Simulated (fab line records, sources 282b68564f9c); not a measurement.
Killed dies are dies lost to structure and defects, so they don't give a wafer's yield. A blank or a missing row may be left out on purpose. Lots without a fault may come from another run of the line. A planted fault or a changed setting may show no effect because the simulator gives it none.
Which tool did it? ; flow rit-cmos ; 12 lots with 36 wafers sampled at 2 steps, on a route of 202 steps

## WHAT THE GAUGES READ, wafer by wafer
RIT_SPACER_THK_MEAS_04.
lot;measured;on;SPACER_NITRIDE_THK (nm)
L617;day 3 00:43;film-metro-01;253.5 254.2 254.8
L618;day 3 02:48;film-metro-04;259.6 261.9 260.3
L619;day 3 09:32;film-metro-04;252.7 252.9 252.7
L620;day 3 12:58;film-metro-01;255.4 257.2 257.5
L621;day 3 19:22;film-metro-02;258.5 257.5 257.4
L622;day 3 23:26;film-metro-04;258.6 257.9 258.7
L623;day 4 03:00;film-metro-04;256.9 255.9 255.7
L625;day 4 13:34;film-metro-04;260.8 260.5 262.5
L628;day 5 05:09;film-metro-01;291.6 291.4 294.5
L634;day 6 11:32;film-metro-02;257.4 256.5 251.5
L637;day 7 03:07;film-metro-04;255.2 253.7 254.9
L640;day 7 15:56;film-metro-02;256.2 256.5 254.2

## WHICH TOOL RAN EACH LOT (tool, then ch and the chambers of the sampled wafers, then the start)
lot;RIT_SPACER_CVD_03
L617;lpcvd-02 ch 1, day 2 22:47
L618;lpcvd-02 ch 1, day 3 00:53
L619;lpcvd-01 ch 0, day 3 07:37
L620;lpcvd-02 ch 0, day 3 11:02
L621;lpcvd-02 ch 0, day 3 17:27
L622;lpcvd-02 ch 0, day 3 21:30
L623;lpcvd-02 ch 0, day 4 01:04
L625;lpcvd-01 ch 0, day 4 11:38
L628;lpcvd-02 ch 0, day 5 03:13
L634;lpcvd-02 ch 1, day 6 09:35
L637;lpcvd-01 ch 0, day 7 01:11
L640;lpcvd-01 ch 1, day 7 14:01
- RIT_SPACER_CVD_03: deposits Si3N4 from SiH2Cl2/NH3, target thk 250 nm, time 3386 s.

## WHAT THE TOOLS THEMSELVES READ (means of the sampled wafers that have a number; where no wafer has one, the mark that the record gives instead)
RIT_SPACER_CVD_03.
lot;tool;nh3-flow-sccm (sccm);spike-tc-centre-C (C)
L617;lpcvd-02;149.8;810.4
L618;lpcvd-02;150.1;811.8
L619;lpcvd-01;149.5;812.1
L620;lpcvd-02;149.7;812.1
L621;lpcvd-02;149.5;811.8
L622;lpcvd-02;150.6;811.4
L623;lpcvd-02;149.6;811.7
L625;lpcvd-01;149.8;812.2
L628;lpcvd-02;180.3;811.8
L634;lpcvd-02;150.0;811.4
L637;lpcvd-01;149.7;812.0
L640;lpcvd-01;150.2;811.9

## THE ANSWER, worked out from the rows above alone
Rule: usual is defined by the lots themselves. The widest of any qualifying gaps counts: lots, ordered by their means at a reading, are off when they make up no more than a third of the lots, leave a main group of 4 or more, and stand apart from it by 3 or more times the standard deviation of that group's means. A main group is skipped when, at the precision printed for the reading in the tables above, its means are all equal. A lot without any number at a reading at which 4 lots or more have one is off too. Any other lot the step has rows for is counted as sound. The gauges are gone through in route order, then the tools' own readings, and for those a lot's mean is taken as printed above. At the first step where some lot is off, the reading lying furthest off is the one used; lots without a number count as furthest.
Off: at RIT_SPACER_THK_MEAS_04 (SPACER_NITRIDE_THK), L628. Main group: mean 256.7 nm, sd 2.5.
If a tool, at a process step before that reading, ran all the lots that are off and no sound lot after the first of them, it fits. The gauges at RIT_SPACER_THK_MEAS_04 aren't tried: what is off there is off at RIT_SPACER_CVD_03 too, on other tools, and a gauge's error can't cause that. None of those tried fits.

## WHAT THE SIMULATOR HAD INSERTED
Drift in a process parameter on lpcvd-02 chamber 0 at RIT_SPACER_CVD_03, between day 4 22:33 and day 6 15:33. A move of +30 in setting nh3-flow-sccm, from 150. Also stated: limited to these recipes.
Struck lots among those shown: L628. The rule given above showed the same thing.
